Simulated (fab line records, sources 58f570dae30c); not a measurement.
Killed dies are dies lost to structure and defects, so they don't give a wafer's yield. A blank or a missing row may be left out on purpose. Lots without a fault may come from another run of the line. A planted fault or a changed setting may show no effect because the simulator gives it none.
Which tool did it? | flow berkeley_cmos170 | 14 lots, 42 wafers sampled, at 3 steps of a route of 331

WHAT THE GAUGES READ, wafer by wafer
UCB170_PWELL_THK_MEAS_03. Usual: PWELL_OXIDE_THK 26.4 nm, standard deviation 0.53.
lot  | measured    | on            | PWELL_OXIDE_THK (nm) | flag
L609 | day 2 17:25 | film_metro-01 | 25.9 26.1 26.1       |
L610 | day 3 01:29 | film_metro-04 | 26.1 26.3 26.5       |
L611 | day 3 09:17 | film_metro-03 | 25.5 25.4 26.1       |
L612 | day 3 09:17 | film_metro-01 | 26.4 25.8 26.3       |
L613 | day 3 16:09 | film_metro-04 | 25.4 25.8 25.3       |
L614 | day 4 00:10 | film_metro-03 | 26.1 26.1 26.4       |
L615 | day 4 00:10 | film_metro-01 | 27.0 27.1 27.2       |
L618 | day 4 13:52 | film_metro-01 | 26.1 26.3 26.1       |
L623 | day 5 16:53 | film_metro-04 | 27.0 26.7 26.8       |
L624 | day 6 03:00 | film_metro-01 | 26.4 26.4 26.2       |
L625 | day 6 06:58 | film_metro-03 | 25.6 26.0 25.7       |
L628 | day 6 21:55 | film_metro-01 | 26.1 26.7 26.5       |
L630 | day 7 04:11 | film_metro-04 | 26.9 26.5 27.0       |
L631 | day 7 04:12 | film_metro-01 | 25.9 25.5 26.2       |

UCB170_SCREENOX_THK_MEAS_02. Usual: SCREENOX_OXIDE_THK 14.46 nm, standard deviation 0.27.
lot  | measured    | on            | SCREENOX_OXIDE_THK (nm) | flag
L609 | day 5 01:26 | film_metro-04 | 14.94 14.68 14.53       |
L610 | day 5 18:11 | film_metro-04 | 14.77 14.58 14.61       |
L611 | day 6 04:56 | film_metro-02 | 13.86 14.11 13.97       |
L612 | day 6 04:56 | film_metro-03 | 14.61 14.53 14.52       |
L613 | day 6 04:56 | film_metro-04 | 14.26 13.95 14.25       |
L614 | day 6 23:59 | film_metro-03 | 14.45 14.41 14.64       |
L615 | day 6 23:59 | film_metro-04 | 14.14 14.11 14.39       |
L618 | day 7 12:07 | film_metro-04 | 14.62 14.77 14.60       |
L623 | day 8 11:37 | film_metro-02 | 14.50 14.49 14.61       |
L624 | day 9 06:27 | film_metro-02 | 13.95 14.23 14.35       |
L625 | day 9 06:28 | film_metro-03 | 14.45 14.40 14.38       |
L628 | day 9 15:04 | film_metro-04 | 14.32 14.36 14.08       |
L630 | day 9 20:59 | film_metro-04 | 14.96 14.98 15.14       |
L631 | day 9 21:00 | film_metro-03 | 14.70 15.03 14.94       |

WHICH TOOL RAN EACH LOT (tool, then ch and the chambers of the sampled wafers, then the start)
lot  | UCB170_PWELL_ANNEAL_04
L609 | furnace-02 ch 0, day 2 20:25
L610 | furnace-01 ch 0, day 3 04:06
L611 | furnace-01 ch 0, day 3 13:11
L612 | furnace-01 ch 0, day 3 13:11
L613 | furnace-01 ch 0, day 3 18:37
L614 | furnace-01 ch 0, day 4 01:47
L615 | furnace-01 ch 0, day 4 01:47
L618 | furnace-01 ch 0, day 4 17:20
L623 | furnace-01 ch 0, day 5 20:24
L624 | furnace-01 ch 0, day 6 06:57
L625 | furnace-02 ch 0, day 6 11:10
L628 | furnace-02 ch 0, day 7 01:51
L630 | furnace-02 ch 0, day 7 07:16
L631 | furnace-02 ch 0, day 7 07:16
- UCB170_PWELL_ANNEAL_04: time 900 s.

WHAT THE TOOLS THEMSELVES READ (means of the sampled wafers that have a number; where no wafer has one, the mark that the record gives instead)
UCB170_PWELL_ANNEAL_04. Usual: spike_tc_centre_C 1001.8 C, standard deviation 1.4; spike_tc_load_C 1022.9 C, standard deviation 2.6; spike_tc_source_C 1024.3 C, standard deviation 1.1; tube_center_temp_C 999.99 C, standard deviation 0.097; tube_center_temp_C_max 1002.6, standard deviation 0.45; zone_power_centre_pct 48.2 %, standard deviation 1.2.
lot  | tool       | spike_tc_centre_C (C) | spike_tc_load_C (C) | spike_tc_source_C (C) | tube_center_temp_C (C) | tube_center_temp_C_max | zone_power_centre_pct (%) | flag
L609 | furnace-02 | 1004.1                | 1021.6              | 1024.2                | 1000.06                | 1002.4                 | 48.6                      |
L610 | furnace-01 | 1001.1                | 1021.1              | 1023.7                | 1000.03                | 1002.4                 | 47.5                      |
L611 | furnace-01 | 1001.0                | 1022.3              | 1023.8                | 1000.05                | 1002.1                 | 47.0                      |
L612 | furnace-01 | 1000.7                | 1021.8              | 1024.1                | 999.99                 | 1002.6                 | 46.9                      |
L613 | furnace-01 | 1001.3                | 1021.4              | 1024.8                | 1000.10                | 1002.8                 | 47.4                      |
L614 | furnace-01 | 1000.3                | 1021.8              | 1025.4                | 999.93                 | 1002.9                 | 46.7                      |
L615 | furnace-01 | 1000.3                | 1021.6              | 1024.5                | 1000.02                | 1002.7                 | 47.1                      |
L618 | furnace-01 | 1001.1                | 1022.3              | 1024.6                | 999.97                 | 1002.4                 | 47.3                      |
L623 | furnace-01 | 1008.8                | 1029.7              | 1032.4                | 1007.00                | 1009.5                 | 47.6                      | OFF
L624 | furnace-01 | 1009.6                | 1029.6              | 1031.6                | 1007.20                | 1010.1                 | 48.1                      | OFF
L625 | furnace-02 | 1003.0                | 1021.0              | 1023.7                | 999.97                 | 1002.6                 | 48.3                      |
L628 | furnace-02 | 1004.1                | 1020.8              | 1023.0                | 1000.06                | 1002.5                 | 48.5                      |
L630 | furnace-02 | 1002.4                | 1020.6              | 1022.4                | 1000.01                | 1002.2                 | 48.5                      |
L631 | furnace-02 | 1004.5                | 1020.3              | 1024.0                | 1000.03                | 1003.0                 | 48.4                      |

THE ANSWER, worked out from the rows above alone
Rule: a lot is off if the mean of its wafers that have a number lies more than 3 standard deviations from the usual mean. A lot without any number at a reading at which 4 lots or more have one is off too. The other lots that the step has rows for count as sound. The gauges are gone through in route order, then the tools' own readings, and for those a lot's mean is taken as printed above. The first step at which some lot is off is used, and at that step the reading that is off furthest; a lot without a number counts as furthest.
Off: L623, L624, at UCB170_PWELL_ANNEAL_04 (tube_center_temp_C).
A tool fits if, at that step or a process step before it, it ran every lot that is off, and no sound lot after the first of them. One fits: furnace-01 at UCB170_PWELL_ANNEAL_04. Its last sound lot is L618 (day 4 17:20), its first lot that is off L623 (day 5 20:24): a fault that began between those two fits.
The tool's own readings at UCB170_PWELL_ANNEAL_04 bear it out: on the lots that are off they differ by more than 5 times the standard deviation of the sound lots' means. spike_tc_load_C reads 1029.7 C there against 1021.4 C on the sound lots; spike_tc_source_C reads 1032.0 C there against 1024.0 C on the sound lots; tube_center_temp_C reads 1007.10 C there against 1000.02 C on the sound lots; tube_center_temp_C_max reads 1009.8 there against 1002.5 on the sound lots.

WHAT THE SIMULATOR HAD PUT IN
Process parameter drift: furnace-01, from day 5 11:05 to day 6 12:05, at UCB170_PWELL_ANNEAL_04. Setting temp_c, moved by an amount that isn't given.
Lots struck among those shown: L623, L624. The rule above found the same.
